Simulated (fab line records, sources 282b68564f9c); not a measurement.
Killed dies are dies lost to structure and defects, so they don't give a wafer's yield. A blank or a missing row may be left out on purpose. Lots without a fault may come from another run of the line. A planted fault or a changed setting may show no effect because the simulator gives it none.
A sampling plan put to the test | flow rit_cmos | one fab line, 32 faults that these records tell of, each judged on the records of the lots that it struck
The plan is the line's own looks: the steps of the route at which a gauge or an inspection reads the wafer and doesn't change it. A look can be judged if struck wafers have a number there and the file gives its usual mean and standard deviation on fault-free wafers. Caught: at a look after the fault's first step, the mean of the struck wafers lies 4 or more of those standard deviations (sigma) from the usual mean. On the tool: the same test on the tool's own readings at the fault's steps. Another recipe on the struck wafers, or a record that is blank for them alone, also counts as caught.

THE FAULTS, as the simulator had put them in
1. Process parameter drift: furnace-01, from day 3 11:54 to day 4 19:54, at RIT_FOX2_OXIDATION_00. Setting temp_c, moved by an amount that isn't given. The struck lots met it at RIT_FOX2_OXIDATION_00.
2. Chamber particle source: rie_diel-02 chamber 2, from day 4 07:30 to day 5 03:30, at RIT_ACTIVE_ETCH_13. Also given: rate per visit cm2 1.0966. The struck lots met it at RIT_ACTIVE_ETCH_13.
3. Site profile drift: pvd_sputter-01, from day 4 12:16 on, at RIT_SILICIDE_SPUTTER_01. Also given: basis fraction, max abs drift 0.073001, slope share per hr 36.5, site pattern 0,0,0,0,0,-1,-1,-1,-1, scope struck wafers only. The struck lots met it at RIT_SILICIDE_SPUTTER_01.
4. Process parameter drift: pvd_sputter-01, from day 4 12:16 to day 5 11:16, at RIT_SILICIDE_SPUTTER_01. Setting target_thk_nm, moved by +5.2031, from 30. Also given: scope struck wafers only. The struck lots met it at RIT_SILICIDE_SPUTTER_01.
5. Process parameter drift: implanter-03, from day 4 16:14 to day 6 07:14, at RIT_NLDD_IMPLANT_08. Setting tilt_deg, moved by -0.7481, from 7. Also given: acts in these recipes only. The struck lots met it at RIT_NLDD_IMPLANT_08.
6. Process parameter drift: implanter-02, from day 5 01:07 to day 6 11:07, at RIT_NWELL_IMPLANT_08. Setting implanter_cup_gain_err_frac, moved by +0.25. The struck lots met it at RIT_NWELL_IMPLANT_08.
7. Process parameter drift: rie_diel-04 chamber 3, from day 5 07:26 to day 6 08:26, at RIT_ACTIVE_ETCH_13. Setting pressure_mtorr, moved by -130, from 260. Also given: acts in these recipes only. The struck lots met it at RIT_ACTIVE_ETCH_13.
8. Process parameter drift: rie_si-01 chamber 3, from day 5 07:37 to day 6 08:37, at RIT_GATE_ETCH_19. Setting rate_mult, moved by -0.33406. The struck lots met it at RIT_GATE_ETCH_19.
9. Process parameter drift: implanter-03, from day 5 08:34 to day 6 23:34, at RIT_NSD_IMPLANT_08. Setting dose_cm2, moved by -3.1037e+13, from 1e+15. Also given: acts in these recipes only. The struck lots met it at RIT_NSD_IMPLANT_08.
10. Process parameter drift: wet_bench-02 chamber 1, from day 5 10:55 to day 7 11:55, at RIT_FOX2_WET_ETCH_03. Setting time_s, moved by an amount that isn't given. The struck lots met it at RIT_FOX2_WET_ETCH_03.
11. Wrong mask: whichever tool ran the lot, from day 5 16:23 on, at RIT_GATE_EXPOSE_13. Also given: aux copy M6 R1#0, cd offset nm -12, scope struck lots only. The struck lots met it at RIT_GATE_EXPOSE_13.
12. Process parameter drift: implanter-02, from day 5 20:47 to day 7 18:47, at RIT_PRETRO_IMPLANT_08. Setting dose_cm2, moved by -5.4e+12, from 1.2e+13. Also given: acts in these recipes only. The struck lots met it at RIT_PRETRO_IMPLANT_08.
13. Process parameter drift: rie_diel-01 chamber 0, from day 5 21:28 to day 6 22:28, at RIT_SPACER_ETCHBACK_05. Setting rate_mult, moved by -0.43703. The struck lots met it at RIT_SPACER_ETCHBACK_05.
14. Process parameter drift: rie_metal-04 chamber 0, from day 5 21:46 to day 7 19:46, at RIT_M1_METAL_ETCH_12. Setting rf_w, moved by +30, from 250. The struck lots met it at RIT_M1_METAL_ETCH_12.
15. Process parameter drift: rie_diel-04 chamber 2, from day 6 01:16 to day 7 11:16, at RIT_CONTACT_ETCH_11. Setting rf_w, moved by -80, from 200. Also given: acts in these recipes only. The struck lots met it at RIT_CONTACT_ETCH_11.
16. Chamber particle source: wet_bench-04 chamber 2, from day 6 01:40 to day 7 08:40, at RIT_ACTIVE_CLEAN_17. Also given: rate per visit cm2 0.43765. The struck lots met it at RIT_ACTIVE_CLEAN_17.
17. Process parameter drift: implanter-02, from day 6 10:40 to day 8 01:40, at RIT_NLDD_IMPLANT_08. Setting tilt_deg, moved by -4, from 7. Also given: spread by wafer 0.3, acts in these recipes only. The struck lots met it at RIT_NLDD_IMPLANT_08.
18. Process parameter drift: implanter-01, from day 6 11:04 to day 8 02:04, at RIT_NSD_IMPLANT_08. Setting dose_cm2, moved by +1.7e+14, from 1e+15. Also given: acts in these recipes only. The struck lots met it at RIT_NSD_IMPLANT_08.
19. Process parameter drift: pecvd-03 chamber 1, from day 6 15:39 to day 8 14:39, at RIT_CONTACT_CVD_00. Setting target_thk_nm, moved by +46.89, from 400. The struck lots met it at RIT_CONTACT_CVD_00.
20. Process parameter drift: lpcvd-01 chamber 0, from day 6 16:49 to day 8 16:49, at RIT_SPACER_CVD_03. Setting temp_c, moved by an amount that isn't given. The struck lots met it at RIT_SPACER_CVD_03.
21. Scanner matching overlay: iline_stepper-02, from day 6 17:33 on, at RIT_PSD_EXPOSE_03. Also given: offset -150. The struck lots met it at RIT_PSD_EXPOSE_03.
22. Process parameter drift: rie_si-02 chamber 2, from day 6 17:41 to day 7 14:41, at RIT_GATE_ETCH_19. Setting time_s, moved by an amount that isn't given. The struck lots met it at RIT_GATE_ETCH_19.
23. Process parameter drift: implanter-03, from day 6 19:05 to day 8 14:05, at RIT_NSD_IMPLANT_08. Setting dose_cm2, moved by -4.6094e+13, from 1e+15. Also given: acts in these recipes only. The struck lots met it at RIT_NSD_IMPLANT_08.
24. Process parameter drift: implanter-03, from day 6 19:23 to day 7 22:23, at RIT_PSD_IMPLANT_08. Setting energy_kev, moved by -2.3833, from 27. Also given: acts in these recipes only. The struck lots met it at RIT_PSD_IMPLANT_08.
25. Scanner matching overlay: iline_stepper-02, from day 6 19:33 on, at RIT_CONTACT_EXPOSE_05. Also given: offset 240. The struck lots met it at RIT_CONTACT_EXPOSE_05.
26. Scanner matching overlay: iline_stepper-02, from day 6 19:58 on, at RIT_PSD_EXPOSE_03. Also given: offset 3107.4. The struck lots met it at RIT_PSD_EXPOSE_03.
27. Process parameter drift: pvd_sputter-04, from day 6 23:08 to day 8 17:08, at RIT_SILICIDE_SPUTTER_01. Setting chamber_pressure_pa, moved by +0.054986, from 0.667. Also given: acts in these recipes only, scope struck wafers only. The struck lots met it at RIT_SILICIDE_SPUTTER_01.
28. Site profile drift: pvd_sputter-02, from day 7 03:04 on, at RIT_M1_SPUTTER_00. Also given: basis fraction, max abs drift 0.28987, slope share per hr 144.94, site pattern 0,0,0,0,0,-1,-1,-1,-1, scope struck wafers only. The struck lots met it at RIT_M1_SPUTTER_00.
29. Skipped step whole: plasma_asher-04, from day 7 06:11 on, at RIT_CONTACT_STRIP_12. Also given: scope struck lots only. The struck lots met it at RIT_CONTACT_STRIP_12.
30. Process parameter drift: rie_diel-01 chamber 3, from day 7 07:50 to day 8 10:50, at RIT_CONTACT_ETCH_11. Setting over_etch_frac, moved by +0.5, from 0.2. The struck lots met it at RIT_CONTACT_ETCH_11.
31. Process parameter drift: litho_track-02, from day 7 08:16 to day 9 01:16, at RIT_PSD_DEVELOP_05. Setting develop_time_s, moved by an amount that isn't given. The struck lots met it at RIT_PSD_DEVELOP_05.
32. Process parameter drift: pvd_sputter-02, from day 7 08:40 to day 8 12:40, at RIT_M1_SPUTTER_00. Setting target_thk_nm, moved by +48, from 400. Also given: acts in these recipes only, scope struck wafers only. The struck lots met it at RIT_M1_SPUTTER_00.

WHAT THE PLAN SAW
fault | on the tool itself                               | first look that catches it                      | reading, sigma                                             | median hours from its first step to that look | hours from the fault's start to the first struck lot there | judged looks passed uncaught
1     | tube_center_temp_C +99 or beyond sigma           | RIT_FOX2_THK_MEAS_01                            | FOX2_OXIDE_THK +5.0                                        | 1.3                                           | 7                                                          | 0
2     | under 2 sigma                                    | none of the 2 looks that can be judged after it | -                                                          | -                                             | -                                                          | 2
3     | under 2 sigma                                    | not the one look that can be judged after it    | strongest: SILICIDE_TI_RS at RIT_SILICIDE_RS_MEAS_02, +2.9 | -                                             | -                                                          | 1
4     | under 2 sigma                                    | RIT_SILICIDE_RS_MEAS_02                         | SILICIDE_TI_RS -8.0                                        | 0.2                                           | 9                                                          | 0
5     | tilt_deg -39 sigma                               | no look after it can be judged                  | -                                                          | -                                             | -                                                          | 0
6     | faraday_current_uA +14 sigma                     | RIT_NWELL_TW_MEAS_10                            | NWELL_TW -6.4                                              | 0.3                                           | 1                                                          | 0
7     | chamber_pressure_mTorr -99 or beyond sigma       | no look after it can be judged                  | -                                                          | -                                             | -                                                          | 0
8     | oes_product_au -9.9 sigma                        | no look after it can be judged                  | -                                                          | -                                             | -                                                          | 0
9     | dose_ions_cm2 -27 sigma                          | RIT_SDANNEAL_RS_MEAS_05                         | NSD_RS +8.6                                                | 2.6                                           | 10                                                         | 0
10    | run_length_s +99 or beyond sigma                 | none of the 7 looks that can be judged after it | -                                                          | -                                             | -                                                          | 7
11    | no reading that can be judged                    | RIT_GATE_CD_MEAS_16                             | cd_nm -5.1                                                 | 0.8                                           | 1                                                          | 0
12    | dose_ions_cm2 -99 or beyond sigma                | RIT_PRETRO_TW_MEAS_10                           | PRETRO_TW -23                                              | 0.3                                           | 7                                                          | 0
13    | oes_product_au -13 sigma                         | no look after it can be judged                  | -                                                          | -                                             | -                                                          | 0
14    | rf_fwd_power_W +44 sigma                         | no look after it can be judged                  | -                                                          | -                                             | -                                                          | 0
15    | rf_fwd_power_W -99 or beyond sigma               | no look after it can be judged                  | -                                                          | -                                             | -                                                          | 0
16    | no reading that can be judged                    | no look after it can be judged                  | -                                                          | -                                             | -                                                          | 0
17    | no reading that can be judged                    | RIT_NLDD_TW_MEAS_10                             | NLDD_TW -5.2                                               | 0.3                                           | 2                                                          | 0
18    | dose_ions_cm2 +99 or beyond sigma                | RIT_NSD_TW_MEAS_10                              | NSD_TW +7.2                                                | 0.3                                           | 5                                                          | 0
19    | under 2 sigma                                    | RIT_CONTACT_THK_MEAS_01                         | CONTACT_TEOS_THK +8.5                                      | 0.1                                           | 6                                                          | 0
20    | spike_tc_centre_C +17 sigma                      | RIT_SPACER_THK_MEAS_04                          | SPACER_NITRIDE_THK +43                                     | 1.9                                           | 21                                                         | 0
21    | no reading that can be judged                    | RIT_PSD_OVL_MEAS_06                             | PSD_OVL -99 or beyond                                      | 0.4                                           | 1                                                          | 0
22    | run_length_s +46 sigma                           | no look after it can be judged                  | -                                                          | -                                             | -                                                          | 0
23    | dose_ions_cm2 -41 sigma                          | RIT_SDANNEAL_RS_MEAS_05                         | NSD_RS +12                                                 | 2.5                                           | 4                                                          | 0
24    | beam_energy_keV -99 or beyond sigma              | RIT_PSD_TW_MEAS_10                              | PSD_TW -4.1                                                | 0.3                                           | 3                                                          | 0
25    | no reading that can be judged                    | RIT_CONTACT_OVL_MEAS_09                         | CONTACT_OVL +99 or beyond                                  | 0.7                                           | 1                                                          | 0
26    | no reading that can be judged                    | RIT_PSD_OVL_MEAS_06                             | PSD_OVL +99 or beyond                                      | 0.4                                           | 2                                                          | 0
27    | chamber_pressure_pa +40 sigma                    | RIT_SILICIDE_RS_MEAS_02                         | SILICIDE_TI_RS +9.6                                        | 0.2                                           | 9                                                          | 0
28    | under 2 sigma                                    | RIT_M1_RS_MEAS_01                               | M1_AL_RS +9.6                                              | 0.3                                           | 8                                                          | 0
29    | the tool's record is blank for the struck wafers | no look after it can be judged                  | -                                                          | -                                             | -                                                          | 0
30    | only faintly: oes_product_au -2.1 sigma          | no look after it can be judged                  | -                                                          | -                                             | -                                                          | 0
31    | no reading that can be judged                    | RIT_PSD_TW_MEAS_10                              | PSD_TW -99 or beyond                                       | 1.3                                           | 3                                                          | 0
32    | under 2 sigma                                    | RIT_M1_RS_MEAS_01                               | M1_AL_RS -7.6                                              | 0.3                                           | 2                                                          | 0
A dash: the fault isn't caught, or these records don't give the number.

Caught at a look: 19 of 32. Caught on the tool: 18 of 32. By one or the other: 28 of 32.
Caught on the tool alone: faults 5, 7, 8, 10, 13, 14, 15, 22, 29.
Caught at a look alone: faults 4, 11, 17, 19, 21, 25, 26, 28, 31, 32.
Caught by neither: faults 2, 3, 16, 30.

THINNER SAMPLING
If the look that catches a fault measured only every second or every third lot, by lot number, the first struck lot would be measured this late in the worst case:
fault | struck lots at that look, in order of time | every lot | every second lot | every third lot
1     | L447, L446                                 | 7 h       | 7 h              | may miss all 2
4     | L473                                       | 9 h       | may miss it      | may miss it
6     | L734, L737, L740                           | 1 h       | 16 h             | may miss all 3
9     | L151, L156, L155                           | 10 h      | 33 h             | 36 h
11    | L577                                       | 1 h       | may miss it      | may miss it
12    | L339, L344                                 | 7 h       | 22 h             | may miss all 2
17    | L915                                       | 2 h       | may miss it      | may miss it
18    | L272, L278                                 | 5 h       | may miss all 2   | may miss all 2
19    | L451, L455                                 | 6 h       | may miss all 2   | may miss all 2
20    | L568                                       | 21 h      | may miss it      | may miss it
21    | L100, L102, L103                           | 1 h       | 9 h              | may miss all 3
23    | L123, L124                                 | 4 h       | 8 h              | may miss all 2
24    | L904, L905                                 | 3 h       | 7 h              | may miss all 2
25    | L545, L543, L546, L550                     | 1 h       | 6 h              | 19 h
26    | L401, L402, L403, L404                     | 2 h       | 6 h              | 7 h
27    | L793                                       | 9 h       | may miss it      | may miss it
28    | L109                                       | 8 h       | may miss it      | may miss it
31    | L329, L330                                 | 3 h       | 7 h              | may miss all 2
32    | L300, L305                                 | 2 h       | 21 h             | may miss all 2
Hours are from the fault's start to the first struck lot that is measured. The limit of 4 sigma was tested on all struck wafers together, so one lot alone may lie under it. Other struck lots may not be in these records.

THE LONGEST TIMED WAY FROM STEP TO LOOK
Fault 9: a median of 2.6 hours passes between RIT_NSD_IMPLANT_08 and RIT_SDANNEAL_RS_MEAS_05. No look between them can be judged.
